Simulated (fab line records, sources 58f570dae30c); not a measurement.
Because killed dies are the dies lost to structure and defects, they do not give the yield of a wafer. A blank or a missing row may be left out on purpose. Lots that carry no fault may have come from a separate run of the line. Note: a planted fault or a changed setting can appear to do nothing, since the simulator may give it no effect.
Split-lot study    flow berkeleyCmos170    route with 331 steps; 5 lots, 23 wafers read

THE SPLIT ITSELF
At UCB170_SILICIDE_SPUTTER_01 (material Ti, target thk 30 nm, time 25 s), the setting powerW was moved away from the recipe's 1500 W on 6 of the 23 wafers read, by -3.8% to +6.8%. This setting was run at the recipe's value on the other wafers.

SPLIT TO READING: what lies between them in the file, 1 step
- UCB170_SILICIDE_RS_MEAS_02: measures by four-point-probe

THE READING
SILICIDE_TI_THK, in nm, at UCB170_SILICIDE_THK_MEAS_03 (measures by xrf). Fault-free wafers of this fab line usually give 30.1 nm, standard deviation 0.32 nm.

wafer   tool, chamber at the split  powerW as run, W  against the recipe  SILICIDE_TI_THK, nm  against lot-mates on the recipe
L077.1  pvdSputter-01, -            1500              recipe              30.4                 -
L077.4  pvdSputter-01, -            1500              recipe              30.5                 -
L077.6  pvdSputter-01, -            1500              recipe              30.4                 -
L076.2  pvdSputter-03, -            1500              recipe              29.8                 -
L076.3  pvdSputter-03, -            1578              +5.2%               31.6                 +1.8
L076.4  pvdSputter-03, -            1578              +5.2%               31.7                 +1.9
L076.5  pvdSputter-03, -            1500              recipe              29.8                 -
L076.6  pvdSputter-03, -            1500              recipe              29.8                 -
L080.1  pvdSputter-03, -            1602              +6.8%               32.2                 +2.5
L080.3  pvdSputter-03, -            1602              +6.8%               32.1                 +2.4
L080.4  pvdSputter-03, -            1500              recipe              29.6                 -
L080.5  pvdSputter-03, -            1500              recipe              29.8                 -
L080.6  pvdSputter-03, -            1500              recipe              29.7                 -
L079.1  pvdSputter-01, -            1443              -3.8%               29.2                 -1.1
L079.2  pvdSputter-01, -            1500              recipe              30.3                 -
L079.4  pvdSputter-01, -            1443              -3.8%               29.2                 -1.1
L079.5  pvdSputter-01, -            1500              recipe              30.1                 -
L079.6  pvdSputter-01, -            1500              recipe              30.5                 -
L082.1  pvdSputter-03, -            1500              recipe              30.1                 -
L082.2  pvdSputter-03, -            1500              recipe              30.0                 -
L082.3  pvdSputter-03, -            1500              recipe              30.0                 -
L082.4  pvdSputter-03, -            1500              recipe              30.1                 -
L082.6  pvdSputter-03, -            1500              recipe              30.0                 -

FIT RESULTS
A straight line over all 23 wafers: SILICIDE_TI_THK changes by +0.29 nm for each +1% of powerW; r = +0.95; the points scatter about the line by 0.26 nm.
The same after taking each lot's own level away (the mean of its wafers on the recipe; 23 wafers): +0.344 nm for each +1%; r = +0.99; scatter 0.1 nm.
On that fit, the largest move of powerW shifts the reading by 2.3 nm.
Across the lots, their own levels run from 29.70 to 30.43 nm, a range of 2.3 times the standard deviation given above.
So the slope is not independent of the lot-to-lot level: the two fits are not the same.
Check: +2.33 nm against its lot-mates is what the line predicts for one of the wafers moved furthest among these (+6.8%) when that wafer is left out of the fit. It came out at +2.5 nm against them.

THE WHOLE CHAIN: every reading that the file lists as answering this split, in the file's order
step                         what it does                              reading                                                                           change (the file's fit)                r (the file's)
UCB170_SILICIDE_SPUTTER_01   material Ti, target thk 30 nm, time 25 s  Ti_of_SILICIDE_SPUTTER_01.thkNm (the simulator's own value, which no gauge read)  +0.329 nm for each +1% of the setting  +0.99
UCB170_SILICIDE_RS_MEAS_02   measures by four-point-probe              SILICIDE_TI_RS                                                                    -0.325 for each +1% of the setting     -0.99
UCB170_SILICIDE_THK_MEAS_03  measures by xrf                           SILICIDE_TI_THK                                                                   +0.347 for each +1% of the setting     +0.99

THE FILE'S OWN FIT
SILICIDE_TI_THK changes by +0.347 nm for each +1% of powerW, r = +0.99.
